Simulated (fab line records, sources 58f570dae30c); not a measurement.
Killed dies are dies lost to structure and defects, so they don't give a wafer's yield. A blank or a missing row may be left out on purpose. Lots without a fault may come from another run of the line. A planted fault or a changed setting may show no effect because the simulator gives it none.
fab line records | flow berkeley_cmos170
record lots=14 wafers=42 last_day=13
route steps=331 shown NWELL@18 V1@267 M3@326
lots that met no fault: from a run of the same line without faults
start_h: hours from the record's first day to the start of the lot's first wafer shown | wait_h: hours since the lot's step before | " the same as in the row above | L1.1+2: a row that stands for several wafers | - no value, or no start given | * or withheld: withheld | < > ~ a bound
route shown NAME@n: a module of which the file shows steps, and the number in the route of the first | usual: mean/standard deviation of fault-free wafers | same: alike in all rows | chamber/n: place in a boat | sites: the reading at each site | _std_site: their standard deviation | _edge_site: outer sites' mean less inner sites' | radius_mm: how far each site lies from the wafer's centre | mask NAME#n: copy n | behind: the tool/chamber that last shaped the wafer | hold: why the lot was held/for how many hours/how that ended | device: the transistor (n, p or np) that didn't switch | end of line: the same wafers' tests at the end of the route | a step without rows: its recipe alone | killed: dies lost to structure and defects at the first sort, not the wafer's yield | map: a wafer's dies, x killed, . not, _ none there
set.NAME: the setting as run; set.NAME@STEP: as run at that earlier step | model.NAME: the simulator's own value behind a step, which no gauge read
steps of the route over a sample of lots; a table a step, a row a wafer
services: from which hour (start_h, from the record's first day; less than 0 if before it) a tool's chamber was out of use, for how many hours, and why
## steps
# step UCB170_NWELL_CVD_04
# recipe material=Si3N4 target_thk_nm=224 temp_c=800 precursor=SiH2Cl2/NH3 time_s=3360 pressure_mtorr=200 sih2cl2_flow_sccm=25 nh3_flow_sccm=75
# usual pressure_mtorr=199.9/0.38
# columns lot.wafer tool chamber start_h wait_h pressure_mtorr
L679.1 lpcvd-02 1 39.59 1.1 200.0
L679.3 " 1 " " 199.3
L679.5 " 1 " " 199.9
L680.1 lpcvd-02 0 39.59 1.1 200.2
L680.3 " 0 " " 200.5
L680.6 " 0 " " 199.7
L681.3 lpcvd-02 0 45.85 0.0 199.4
L681.5 " 0 " " 199.5
L681.6 " 0 " " 200.2
L682.1 lpcvd-02 0 45.85 0.0 199.8
L682.4 " 0 " " 200.1
L682.5 " 0 " " 200.1
L684.1 lpcvd-01 0 62.87 0.0 200.1
L684.4 " 0 " " 199.9
L684.5 " 0 " " 200.1
L685.4 lpcvd-01 0 62.87 0.0 200.3
L685.5 " 0 " " 199.6
L685.6 " 0 " " 199.7
L687.1 lpcvd-02 1 76.99 0.0 199.4
L687.4 " 1 " " 199.5
L687.5 " 1 " " 199.5
L688.2 lpcvd-02 1 76.99 0.0 200.3
L688.4 " 1 " " 200.5
L688.5 " 1 " " 200.3
L689.1 lpcvd-01 1 84.95 0.5 199.8
L689.4 " 1 " " 200.1
L689.5 " 1 " " 199.7
L690.2 lpcvd-01 1 93.02 0.0 199.6
L690.3 " 1 " " 199.8
L690.6 " 1 " " 199.8
L691.1 lpcvd-01 1 93.02 0.0 200.8
L691.2 " 1 " " 200.1
L691.5 " 1 " " 200.2
L693.1 lpcvd-01 0 100.92 2.3 200.0
L693.3 " 0 " " 199.9
L693.4 " 0 " " 199.8
L694.1 lpcvd-01 0 112.52 1.1 199.6
L694.4 " 0 " " 200.5
L694.5 " 0 " " 199.5
L701.1 lpcvd-02 1 146.32 0.0 199.4
L701.4 " 1 " " 199.9
L701.5 " 1 " " 199.2
# step UCB170_NWELL_THK_MEAS_05
# recipe reads=Si3N4_of_NWELL_CVD_04
# usual NWELL_NITRIDE_THK=225.2/2.4
# columns lot.wafer tool chamber start_h wait_h NWELL_NITRIDE_THK[nm]
L679.1 film_metro-04 - 41.52 0.0 226.2
L679.3 " - " " 226.1
L679.5 " - " " 228.7
L680.1 film_metro-03 - 41.52 0.0 225.4
L680.3 " - " " 224.5
L680.6 " - " " 225.3
L681.3 film_metro-04 - 47.81 0.0 221.4
L681.5 " - " " 221.2
L681.6 " - " " 221.1
L682.1 film_metro-01 - 47.82 0.0 226.1
L682.4 " - " " 224.5
L682.5 " - " " 223.9
L684.1 film_metro-04 - 64.80 0.0 225.8
L684.4 " - " " 225.1
L684.5 " - " " 224.0
L685.4 film_metro-03 - 64.83 0.0 227.0
L685.5 " - " " 224.7
L685.6 " - " " 225.5
L687.1 film_metro-01 - 79.89 0.0 226.5
L687.4 " - " " 225.4
L687.5 " - " " 226.2
L688.2 film_metro-03 - 79.90 0.0 219.9
L688.4 " - " " 222.2
L688.5 " - " " 219.8
L689.1 film_metro-01 - 86.88 0.0 228.3
L689.4 " - " " 228.6
L689.5 " - " " 226.9
L691.1 film_metro-03 - 94.95 0.0 224.7
L691.2 " - " " 225.3
L691.5 " - " " 224.7
L690.2 film_metro-01 - 94.96 0.0 226.8
L690.3 " - " " 224.6
L690.6 " - " " 225.8
L693.1 film_metro-01 - 102.85 0.0 193.2
L693.3 " - " " 194.7
L693.4 " - " " 194.5
L694.1 film_metro-04 - 115.42 0.0 195.4
L694.4 " - " " 193.6
L694.5 " - " " 194.0
L701.1 film_metro-01 - 148.25 0.0 220.6
L701.4 " - " " 221.8
L701.5 " - " " 221.2
# step UCB170_NWELL_ETCH_13
# recipe chemistry=CH3F/Ar/O2 target=Si3N4 stop_on=SiO2 CH3F_flow_sccm=20 Ar_flow_sccm=50 O2_flow_sccm=7 pressure_mtorr=50 rf_w=450 target_depth_a=2464 over_etch_frac=0.1 time_s=154
# usual O2_flow_sccm=7.000/0.021 drypump_motor_current_A=5.79/0.29 mfc_ar_sccm=49.98/0.17 oes_product_au=0.934/0.014 throttle_valve_pct=8.04/0.15
# same over_etch_frac=0.1
# columns lot.wafer tool chamber start_h wait_h O2_flow_sccm drypump_motor_current_A mfc_ar_sccm oes_product_au rf_hours_counter_h throttle_valve_pct
L679.1 rie_diel-01 0 43.19 0.0 7.010 5.35 50.17 0.928 151 7.93
L679.3 " 1 " " 6.995 6.00 50.03 0.935 100 7.86
L679.5 " 3 " " 6.982 5.53 49.83 0.941 - 8.15
L680.1 rie_diel-03 2 43.19 0.0 6.979 6.15 50.27 0.926 90 7.91
L680.3 " 0 " " 7.008 5.71 49.90 0.921 58 8.22
L680.6 " 3 " " 7.016 5.76 50.26 0.913 - 7.88
L681.3 rie_diel-01 1 48.98 0.0 6.980 6.00 49.94 0.923 101 7.84
L681.5 " 2 " " 6.962 6.00 50.18 0.934 - 8.00
L681.6 " 3 " " 7.057 5.55 50.04 0.920 - 8.14
L682.1 rie_diel-03 1 49.17 0.0 6.971 5.70 49.82 0.963 121 8.21
L682.4 " 0 " " 7.008 5.67 49.86 0.919 58 8.20
L682.5 " 1 " " 6.987 5.69 49.88 0.953 - 8.21
L685.4 rie_diel-02 2 66.77 0.0 7.028 5.95 49.98 0.924 119 8.20
L685.5 " 0 " " 7.028 5.28 49.65 0.947 - 8.21
L685.6 " 1 " " 6.987 6.15 50.01 0.949 - 8.23
L684.1 rie_diel-03 2 67.05 0.0 6.982 6.15 49.95 0.940 91 7.91
L684.4 " 3 " " 6.935 5.76 49.90 0.914 95 7.90
L684.5 " 0 " " 7.006 5.67 49.93 0.921 - 8.20
L687.1 rie_diel-01 0 81.52 0.0 6.972 5.36 49.65 0.922 153 7.92
L687.4 " 3 " " 6.985 5.56 50.36 0.929 127 8.13
L687.5 " 0 " " 6.969 5.35 49.81 0.931 - 7.92
L688.2 rie_diel-03 0 81.55 0.0 7.031 5.68 49.86 0.911 60 8.21
L688.4 " 1 " " 6.997 5.68 49.90 0.942 123 8.20
L688.5 " 1 " " 7.007 5.69 50.13 0.946 - 8.19
L689.1 rie_diel-01 0 89.26 0.0 7.002 5.37 50.06 0.930 153 7.92
L689.4 " 3 " " 6.987 5.53 49.95 0.931 128 8.13
L689.5 " 3 " " 6.979 5.55 49.89 0.933 - 8.15
L690.2 rie_diel-03 3 96.62 0.0 7.009 5.77 49.67 0.919 97 7.91
L690.3 " 2 " " 7.018 6.11 50.03 0.930 93 7.90
L690.6 " 2 " " 7.022 6.13 50.43 0.934 - 7.91
L691.1 rie_diel-02 3 96.87 0.0 7.001 6.14 50.11 0.952 1 7.86
L691.2 " 1 " " 7.008 6.12 49.80 0.940 126 8.24
L691.5 " 1 " " 7.005 6.12 49.93 0.947 - 8.26
L693.1 rie_diel-03 3 105.49 0.0 6.981 5.76 49.96 0.843 97 7.89
L693.3 " 1 " " 7.008 5.68 49.84 0.875 125 8.20
L693.4 " 0 " " 6.994 5.69 49.86 0.849 62 8.20
L694.1 rie_diel-01 0 116.98 0.0 6.983 5.36 50.02 0.853 155 7.91
L694.4 " 2 " " 7.021 6.02 49.94 0.862 75 7.99
L694.5 " 0 " " 6.998 5.35 50.21 0.853 - 7.90
L701.1 rie_diel-03 0 149.32 0.0 7.021 5.73 50.09 0.925 64 8.20
L701.4 " 1 " " 6.965 5.69 49.90 0.954 127 8.21
L701.5 " 0 " " 6.987 5.69 50.11 0.918 - 8.22
# step UCB170_V1_OVL_MEAS_13
# usual V1_OVL=1/6.9
# columns lot.wafer tool chamber start_h wait_h V1_OVL[nm]
L680.1 overlay-02 - 189.37 0.1 10
L680.3 " - " " 11
L680.6 " - " " 8
L679.1 overlay-01 - 189.43 0.1 10
L679.3 " - " " 6
L679.5 " - " " 8
L682.1 overlay-01 - 189.65 0.1 13
L682.4 " - " " -4
L682.5 " - " " 0
L681.3 overlay-01 - 190.34 0.1 6
L681.5 " - " " 2
L681.6 " - " " 5
L685.4 overlay-01 - 211.63 0.1 17
L685.5 " - " " 16
L685.6 " - " " 5
L684.1 overlay-02 - 212.73 0.1 -6
L684.4 " - " " 3
L684.5 " - " " -9
L687.1 overlay-01 - 228.62 0.1 0
L687.4 " - " " 16
L687.5 " - " " -4
L691.1 overlay-02 - 230.15 0.1 8
L691.2 " - " " 1
L691.5 " - " " -1
L688.2 overlay-02 - 230.20 0.1 -10
L688.4 " - " " -9
L688.5 " - " " 6
L689.1 overlay-02 - 230.46 0.1 -7
L689.4 " - " " -5
L689.5 " - " " -5
L693.1 overlay-02 - 239.90 0.1 -10
L693.3 " - " " -14
L693.4 " - " " 0
L690.2 overlay-01 - 239.96 0.1 6
L690.3 " - " " 4
L690.6 " - " " 6
L694.1 overlay-01 - 266.05 0.1 3
L694.4 " - " " 1
L694.5 " - " " 9
L701.1 overlay-01 - 296.16 0.1 19
L701.4 " - " " 9
L701.5 " - " " 11
# step UCB170_M3_ETCH_17
# recipe chemistry=N2/H2 target_depth_a=withheld overetch_a=withheld target=BARC time_s=withheld source_w=500 bias_w=100 pressure_mtorr=30 n2_flow_sccm=100 h2_flow_sccm=200
# usual drypump_motor_current_A=5.79/0.26 oes_product_au=1.00/0.033 throttle_valve_pct=13.32/0.18
# columns lot.wafer tool chamber start_h wait_h drypump_motor_current_A oes_product_au throttle_valve_pct
L680.1 rie_diel-04 2 198.49 0.0 5.78 1.00 13.19
L680.3 " 1 " " 5.59 1.02 13.44
L680.6 " 3 " " 5.51 1.00 13.40
L679.1 rie_diel-03 1 198.57 0.0 5.68 1.03 13.64
L679.3 " 3 " " 5.75 0.92 13.04
L679.5 " 1 " " 5.70 1.03 13.62
L682.1 rie_diel-02 3 198.84 0.0 6.17 1.00 13.27
L682.4 " 2 " " 5.96 0.99 13.43
L682.5 " 3 " " 6.15 1.00 13.28
L681.3 rie_diel-02 3 200.06 0.0 6.20 1.00 13.27
L681.5 " 2 " " 5.93 0.98 13.41
L681.6 " 3 " " 6.22 1.00 13.27
L685.4 rie_diel-04 3 222.00 0.0 5.48 1.01 13.39
L685.5 " 3 " " 5.48 1.01 13.40
L685.6 " 0 " " 5.73 1.03 13.21
L684.1 rie_diel-03 3 222.28 0.0 5.78 0.91 13.04
L684.4 " 0 " " 5.71 0.96 13.31
L684.5 " 2 " " 6.13 1.02 13.12
L687.1 rie_diel-03 1 239.38 0.0 5.71 1.04 13.62
L687.4 " 3 " " 5.77 0.91 13.05
L687.5 " 2 " " 6.16 1.03 13.10
L691.1 rie_diel-04 0 239.66 0.0 5.72 1.03 13.19
L691.2 " 1 " " 5.58 1.03 13.45
L691.5 " 2 " " 5.77 1.00 13.20
L688.2 rie_diel-02 3 240.52 0.0 6.19 0.99 13.25
L688.4 " 1 " " 6.18 0.97 13.62
L688.5 " 1 " " 6.18 0.97 13.63
L689.1 rie_diel-03 0 240.66 0.0 5.69 0.98 13.32
L689.4 " 3 " " 5.77 0.91 13.06
L689.5 " 0 " " 5.71 0.98 13.30
L693.1 rie_diel-03 2 251.71 0.0 6.15 1.02 13.14
L693.3 " 0 " " 5.70 0.98 13.32
L693.4 " 0 " " 5.68 0.98 13.31
L690.2 rie_diel-04 2 251.99 0.0 5.75 1.01 13.18
L690.3 " 3 " " 5.49 1.01 13.38
L690.6 " 3 " " 5.49 1.00 13.38
L694.1 rie_diel-03 0 275.58 0.0 5.72 0.97 13.32
L694.4 " 3 " " 5.76 0.92 13.03
L694.5 " 1 " " 5.71 1.04 13.63
L701.1 rie_diel-04 0 305.07 0.0 5.76 1.02 13.20
L701.4 " 2 " " 5.76 1.00 13.20
L701.5 " 2 " " 5.76 1.00 13.18
# step UCB170_M3_STRIP_19
# recipe chemistry=O2 power_w=400 pressure_mtorr=3500 platen_temp_c=withheld o2_flow_sccm=400 overash_fraction=0.5
# usual drypump_motor_current_A=5.81/0.16 oes_product_au=0.550/0.025
# same overash_fraction=0.5
# columns lot.wafer tool chamber start_h wait_h drypump_motor_current_A oes_product_au rf_hours_counter_h
L680.1 plasma_asher-02 0 198.72 0.1 5.77 0.558 10
L680.3 " 1 " " 5.88 0.582 -
L680.6 " 1 " " 5.87 0.581 -
L679.1 plasma_asher-03 0 198.80 0.1 6.13 0.500 45
L679.3 " 0 " " 6.11 0.547 -
L679.5 " 1 " " 5.70 0.507 -
L682.1 plasma_asher-01 1 199.07 0.1 5.85 0.575 50
L682.4 " 1 " " 5.89 0.544 -
L682.5 " 0 " " 5.57 0.556 -
L681.3 plasma_asher-01 0 200.33 0.1 5.57 0.546 -
L681.5 " 0 " " 5.56 0.556 -
L681.6 " 1 " " 5.86 0.495 -
L685.4 plasma_asher-02 1 222.27 0.1 5.90 0.508 -
L685.5 " 0 " " 5.75 0.551 -
L685.6 " 1 " " 5.90 0.512 -
L684.1 plasma_asher-01 0 222.51 0.1 5.56 0.576 53
L684.4 " 0 " " 5.58 0.570 -
L684.5 " 0 " " 5.57 0.544 -
L687.1 plasma_asher-02 1 239.61 0.1 5.86 0.575 15
L687.4 " 1 " " 5.85 0.575 -
L687.5 " 0 " " 5.80 0.561 -
L691.1 plasma_asher-01 0 239.89 0.1 5.57 0.519 55
L691.2 " 1 " " 5.85 0.548 55
L691.5 " 1 " " 5.85 0.553 -
L688.2 plasma_asher-03 1 240.75 0.1 5.70 0.585 50
L688.4 " 0 " " 6.06 0.532 -
L688.5 " 0 " " 6.07 0.534 -
L689.1 plasma_asher-02 1 240.89 0.1 5.88 0.556 15
L689.4 " 1 " " 5.90 0.561 -
L689.5 " 1 " " 5.91 0.560 -
L693.1 plasma_asher-01 0 251.94 0.1 5.57 0.542 56
L693.3 " 0 " " 5.56 0.543 -
L693.4 " 1 " " 5.88 0.505 -
L690.2 plasma_asher-02 1 252.22 0.1 5.86 0.566 16
L690.3 " 0 " " 5.78 0.549 -
L690.6 " 0 " " 5.79 0.560 -
L694.1 plasma_asher-01 1 275.81 0.1 5.88 0.569 59
L694.4 " 0 " " 5.59 0.567 -
L694.5 " 1 " " 5.87 0.566 -
L701.1 plasma_asher-01 1 305.30 0.1 5.85 0.494 62
L701.4 " 0 " " 5.58 0.502 -
L701.5 " 0 " " 5.56 0.493 -
## services
# columns tool chamber start_h hours kind
plasma_asher-01 - 33.68 4.0 repair
rie_diel-01 2 39.53 5.5 repair
rie_diel-02 3 44.78 9.4 repair
rie_diel-04 2 56.17 6.7 repair
lpcvd-02 - 67.39 2.8 pm
rie_diel-03 3 73.29 4.0 repair
rie_diel-01 3 96.11 8.0 repair
plasma_asher-02 - 108.75 9.0 pm
rie_diel-01 0 108.79 5.0 repair
rie_diel-03 3 114.77 5.8 repair
lpcvd-02 - 127.20 6.1 pm
lpcvd-02 - 152.32 0.2 repair
rie_diel-02 2 161.81 22.3 repair
plasma_asher-01 - 163.75 0.8 repair
rie_diel-01 3 165.84 4.1 repair
rie_diel-03 3 169.00 4.3 repair
plasma_asher-01 - 169.57 2.2 repair
lpcvd-02 - 179.77 1.0 repair
rie_diel-03 0 195.64 1.5 repair
rie_diel-02 - 211.92 28.1 pm
rie_diel-01 0 222.67 13.2 repair
rie_diel-04 2 230.42 2.7 repair
rie_diel-03 1 240.11 23.5 repair
lpcvd-02 - 303.41 6.0 pm
## key
first_sign step=UCB170_NWELL_THK_MEAS_05 reading=NWELL_NITRIDE_THK direction=down sigmas=13 usual=225.2 struck=194.2
effect step=UCB170_NWELL_ETCH_13 reading=oes_product_au direction=down sigmas=5.5 usual=0.934 struck=0.856
met_at UCB170_NWELL_CVD_04
struck_lots L693,L694
struck_wafers L693.1,L693.3,L693.4,L694.1,L694.4,L694.5
sort_left_out L693.1,L693.3,L693.4
tester_left_out L693,L694
not_acting_at UCB170_V1_OVL_MEAS_13,UCB170_M3_ETCH_17,UCB170_M3_STRIP_19
onset_between 62.87 100.92
fault kind=site_profile_drift tool=lpcvd-01 chamber=0 onset_h=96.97 steps=UCB170_NWELL_CVD_04 basis=fraction max_abs_drift=0.32805 slope_share_per_hr=72.9 site_pattern=0,0,0,0,0,-1,-1,-1,-1
# tester_left_out: of these lots the tester's yield and bins aren't shown, on N5 and GAA mostly nor the transistor test; their killed dies are dies lost to structure and defects alone, not to doping, threshold or leakage, so they don't give the yield
# sort_left_out: the simulated sort isn't trusted on such a fault, so these wafers' sort isn't shown, and their yield isn't known
